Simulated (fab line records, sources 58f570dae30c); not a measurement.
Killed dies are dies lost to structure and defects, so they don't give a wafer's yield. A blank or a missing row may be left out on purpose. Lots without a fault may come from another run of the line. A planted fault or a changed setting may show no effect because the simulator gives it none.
Problem report in the 8D (eight disciplines) form, filled by code | flow berkeley_cmos170 | the parts of the form that need people (team, actions taken, sign-off) are left out

1. THE PROBLEM
chamber_o2_ppm at UCB170_SILICIDE_RTA_04 reads a mean of 301.990 on 6 wafers of 2 lots; wafers without a fault read 1.995 with a standard deviation of 0.022. That is +99 or more standard deviations from the usual mean.
The step: time 15 s.
First seen on wafer L192.1, day 8 12:36, on rtp_anneal-01. The record holds 18 wafers of 6 lots with a number at this step. Rule for "out", or "out of limits": more than 4 standard deviations from the usual mean. The other wafers with a number count as sound.

2. WHAT IT IS AND WHAT IT IS NOT
question                    | is                     | is not
which readings at this step | chamber_o2_ppm         | lamp_power_pct, wafer_temp_C_max
which lots                  | L190, L192             | L188, L205, L208, L211
which wafers of those lots  | all that have a number | -
read on which tools         | rtp_anneal-01          | rtp_anneal-02
when                        | from day 8 12:36       | up to then (3 sound wafers); but 9 sound wafers of L205, L208, L211 came after

3. SUSPECTS, AND WHAT RULES EACH OUT
Counting: a tool at a process step up to the reading stays a suspect if it ran every lot that is out and no sound lot after the first of them.
- rtp_anneal-01 at UCB170_SDANNEAL_RTA_00 (time 10 s): ruled out as a lasting fault. Sound lots L205, L208, L211 ran on it after its first lot that is out, L192 (day 8 11:40).
- rtp_anneal-01 at UCB170_SDANNEAL_RTA_01 (time 5 s): ruled out as a lasting fault. Sound lots L205, L208, L211 ran on it after its first lot that is out, L192 (day 8 11:44).
- rtp_anneal-01 at UCB170_SILICIDE_RTA_04 (time 15 s): ruled out as a lasting fault. Sound lots L208, L211 ran on it after its first lot that is out, L192 (day 8 12:36).
Left after counting: nothing in the record.

4. THE CAUSE (what the simulator had put in)
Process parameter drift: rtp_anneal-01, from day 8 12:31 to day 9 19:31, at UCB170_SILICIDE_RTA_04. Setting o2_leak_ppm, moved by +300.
Counting ruled it out, wrongly.

5. THE CHAIN OF EFFECTS, in route order
Each row: a reading whose mean over the struck wafers that have a number lies more than 3 standard deviations from the usual. Only readings for which the record gives a usual standard deviation are gone through. hours: the time from each lot's start at the first step in this table that gives one to its start at this step, as a median over the lots. sigmas: the change in usual standard deviations.
hours | step                   | reading        | usual | on struck wafers | change   | sigmas
0     | UCB170_SILICIDE_RTA_04 | chamber_o2_ppm | 1.995 | 301.990          | +299.995 | +99 or more
The process steps in it:
- UCB170_SILICIDE_RTA_04: time 15 s.

6. WHAT WOULD HAVE CAUGHT IT SOONER
In this record the first reading out of limits was taken at day 8 12:36, 0 hours after the fault began at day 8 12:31.
